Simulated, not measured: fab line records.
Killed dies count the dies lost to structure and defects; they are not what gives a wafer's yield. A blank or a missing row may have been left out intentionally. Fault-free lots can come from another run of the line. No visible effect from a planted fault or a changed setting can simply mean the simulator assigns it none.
Problem report, 8D (eight disciplines) form, completed by code -- flow berkeley cmos170 -- the parts of the form that need people (team, actions taken, sign-off) are left out

1. WHAT WENT WRONG
cd nm at UCB170_V1_CD_MEAS_12 reads a mean of 730.0 nm on 6 wafers of 2 lots; wafers without a fault read 700.3 nm with a standard deviation of 1.6. That puts it +19 standard deviations away from the usual mean.
The step: target cd 700 nm.
First observed at day 9 17:56: wafer L600.2, on cd sem-02. At this step, 42 wafers from 14 lots have a number in the record. The rule behind "out" and "out of limits": a value lying over 4 standard deviations away from the usual mean. Any other wafer with a number is counted as sound.

2. WHAT IT IS; WHAT IT IS NOT
question,is,is not
which readings at this step,cd nm,-
which lots,"L598, L600","L588, L590, L591, L592, L594, L597, L602, L605, L606, L607, L608, L610"
which wafers of those lots,all that have a number,-
read on which gauges,cd sem-02,cd sem-01
when,from day 9 17:56,"up to then (18 sound wafers); but 18 sound wafers of L602, L605, L606, L607, L608, L610 came after"

3. THE SUSPECTS, EACH WITH WHAT RULES IT OUT
Counting: a tool at any process step up to the reading remains a suspect when it ran all the lots that are out and ran no sound lot after the first of those.
- the gauge at UCB170_V1_CD_MEAS_12: ruled out. All the wafers that are out were read on cd sem-02, but those of them that UCB170_V1_SOFTBAKE_08 has rows for are out there too, on other tools.
- litho track-01 at UCB170_V1_SOFTBAKE_08 (time 60 s): kept. Every lot that is out went through it, starting with L600 (day 9 17:16), and after that it ran no sound lot; the last sound lot it ran before then is L597 (day 9 05:19). Its own heater power total W, plate temp C readings are out on those wafers.
The count leaves litho track-01 at UCB170_V1_SOFTBAKE_08.

4. THE CAUSE (what the simulator had put in)
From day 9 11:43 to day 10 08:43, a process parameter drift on litho track-01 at UCB170_V1_SOFTBAKE_08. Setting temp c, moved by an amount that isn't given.
This tool alone remained once counting was done.

5. THE CHAIN OF EFFECTS, in route order
One row per reading whose mean, taken over the struck wafers that have a number, lies over 3 standard deviations from the usual. Only readings whose record carries a usual standard deviation are examined. hours: median over the lots of the time between each lot's start at the first step of this table that gives one and its start at this step. sigmas: the change, counted in usual standard deviations.
hours,step,reading,usual,on struck wafers,change,sigmas
0,UCB170_V1_SOFTBAKE_08,heater power total W,56.80 W,62.76,+5.96,+99 or more
0,UCB170_V1_SOFTBAKE_08,plate temp C,130.01 C,140.38,+10.38,+80
1,UCB170_V1_CD_MEAS_12,cd nm,700.3 nm,730.0,+29.7,+19
The process steps in it:
- UCB170_V1_SOFTBAKE_08: time 60 s.

6. WHAT WOULD HAVE CAUGHT IT SOONER
Counted from the fault's start at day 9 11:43, it took 6 hours until the first out-of-limits reading at a measuring or inspecting step in this record, taken at day 9 17:56.
Tool's own readings at UCB170_V1_SOFTBAKE_08, heater power total W, plate temp C: out on all struck wafers the step has rows for; an alarm limit on them would have tripped on the first.
By day 9 17:56 the whole set of lots that are out, 2 in number, had already begun UCB170_V1_SOFTBAKE_08 on litho track-01. Holding the tool at that point would not have protected any of them.
